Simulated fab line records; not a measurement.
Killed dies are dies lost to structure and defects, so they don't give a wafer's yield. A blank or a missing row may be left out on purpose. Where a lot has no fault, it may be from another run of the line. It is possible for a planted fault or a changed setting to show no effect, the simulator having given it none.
A struck lot beside a sound one    flow ritCmos    28 steps out of a route of 202
Sound: these wafers, L956.1, L956.2, L956.5. Wafers struck: L962.3, L962.4, L962.6. The cause is given at the end.
At each step with rows: each side's tool, then ch and its chambers, then its first start. Under that, the readings that differ: sound wafers    struck wafers    difference of the means    sigmas: that difference in standard deviations of wafers without a fault.
alike: a reading whose means differ by less than 2 such deviations, as well as words and numbers matching on both sides. not compared: withheld readings; readings where some wafer has no value; bounds like >300 that might hide an equal value; numbers whose values overlap and for which the record gives no deviation.
The two part at a step that has a row with sigmas, a row that says differs or no value, or rows on one side only. Numbers that don't overlap but have no deviation are shown without sigmas and don't part them. A reading that every wafer of one side lacks parts them only if that side has two wafers or more.

RIT_ACTIVE_BOW_MEAS_00:
  sound on filmMetro-01, day 1 15:00; struck on filmMetro-02, day 2 21:02
  alike: INCOMING_BOW
RIT_ACTIVE_OXIDATION_01: target thk 46.8 nm, ox time 3200 s.
  sound on furnace-03 ch 0, day 1 16:01; struck on furnace-04 ch 0, day 2 23:13
  alike: oxTempCMax, tube_center_temp_C_max, zonePowerCentrePct
RIT_ACTIVE_THK_MEAS_02:
  sound on filmMetro-02, day 1 17:56; struck on filmMetro-02, day 3 01:11
reading                sound           struck          difference  sigmas
ACTIVE_OXIDE_THK (nm)  44.8 45.4 46.1  70.7 71.5 69.5  +25.1       +34
then, 1 step without rows for these wafers: RIT_ACTIVE_CVD_03 (deposits Si3N4 from SiH2Cl2/NH3, target thk 150 nm, time 1500 s).
RIT_ACTIVE_THK_MEAS_04:
  sound on filmMetro-02, day 1 19:25; struck on filmMetro-01, day 3 03:41
  alike: ACTIVE_NITRIDE_THK
then, 6 steps without rows for these wafers: RIT_ACTIVE_HMDS_05 (prime time 60 s); RIT_ACTIVE_COAT_06 (resist thk 1000 nm); RIT_ACTIVE_SOFTBAKE_07 (time 60 s); RIT_ACTIVE_EXPOSE_08 (exposes mask M1, target cd 1400 nm); RIT_ACTIVE_PEB_09; RIT_ACTIVE_DEVELOP_10 (develop time 51 s).
RIT_ACTIVE_CD_MEAS_11: the cd target is 1400 nm.
  sound on cdSem-01, day 1 20:20; struck on cdSem-02, day 3 04:44
  alike: cdNm
then, 1 step without rows for these wafers: RIT_ACTIVE_HARDBAKE_12 (time 60 s).
RIT_ACTIVE_ETCH_13: etches Si3N4 in SF6, stops on SiO2, time 210 s, target depth 210 nm.
  sound on rieDiel-01 ch 0,1, day 1 20:36; struck on rieDiel-01 ch 2,3, day 3 04:58
reading                                       sound            struck            difference  sigmas
model.SiO2_of_ACTIVE_OXIDATION_01.thkNm (nm)  44.53 45.4 45.8  69.8 70.91 68.58  +24.5       
  alike: SF6_flow_sccm, drypumpMotorCurrentA, oesProductAu, throttleValvePct
  not compared: rfHoursCounterH
RIT_ACTIVE_STRIP_14: strips in O2, time 180 s.
  sound on plasmaAsher-03 ch 0,1, day 1 20:44; struck on plasmaAsher-04 ch 0,1, day 3 05:09
  alike: drypumpMotorCurrentA
  not compared: rfHoursCounterH
RIT_ACTIVE_CD_MEAS_90: the cd target is 1400 nm.
  sound on cdSem-01, day 1 20:55; struck on cdSem-01, day 3 05:18
  alike: cdNm
then, 4 steps without rows for these wafers: RIT_ACTIVE_CLEAN_15 (cleans in SC1, time 600 s); RIT_ACTIVE_CLEAN_16 (cleans in dHF, time 30 s); RIT_ACTIVE_CLEAN_17 (cleans in SC2, time 600 s); RIT_FOX1_OXIDATION_00 (target thk 350.7 nm, ox time 1130 s).
RIT_FOX1_THK_MEAS_01:
  sound on filmMetro-03, day 1 22:43; struck on filmMetro-01, day 3 08:20
  alike: FOX1_OXIDE_THK
then, 2 steps without rows for these wafers: RIT_FOX1_WET_ETCH_02 (etches SiO2 in BOE, target depth 350 nm, time 390 s); RIT_FOX2_OXIDATION_00 (target thk 350.7 nm, ox time 1130 s).
RIT_FOX2_THK_MEAS_01:
  sound on filmMetro-04, day 2 00:12; struck on filmMetro-03, day 3 10:23
reading              sound        struck       difference  sigmas
FOX2_OXIDE_THK (nm)  364 357 358  349 345 345  -13         -2
then, 1 step without rows for these wafers: RIT_FOX2_CLEAN_02 (cleans in dHF, time 173 s).
RIT_FOX2_WET_ETCH_03: etches Si3N4 in H3PO4, target depth 195 nm, time 2700 s.
  sound on wetBench-04 ch 0, day 2 00:19; struck on wetBench-02 ch 1, day 3 10:29
reading                                       sound              struck            difference  sigmas
model.SiO2_of_ACTIVE_OXIDATION_01.thkNm (nm)  39.56 40.34 40.67  61.96 62.97 60.9  +21.75      
  alike: bathHeatDutyPct
RIT_FOX2_THK_MEAS_90:
  sound on filmMetro-03, day 2 01:07; struck on filmMetro-04, day 3 11:22
reading                      sound        struck       difference  sigmas
FIELD_OXIDE_LEFT_1_THK (nm)  338 331 332  323 319 319  -13         -2
RIT_M1_PROBE_99:
  sound on prober-01, day 3 13:22; struck on prober-01, day 5 08:02
  alike: killedAtContacts, killedAtFrontEnd, killedDies, killedOpen, killedShort

## WHERE THEY PART
At RIT_ACTIVE_THK_MEAS_02 first; at RIT_FOX2_THK_MEAS_90 last (within this record only). Later steps at which nothing parts them and some readings are alike: RIT_M1_PROBE_99.

WHY: whatever the simulator had introduced
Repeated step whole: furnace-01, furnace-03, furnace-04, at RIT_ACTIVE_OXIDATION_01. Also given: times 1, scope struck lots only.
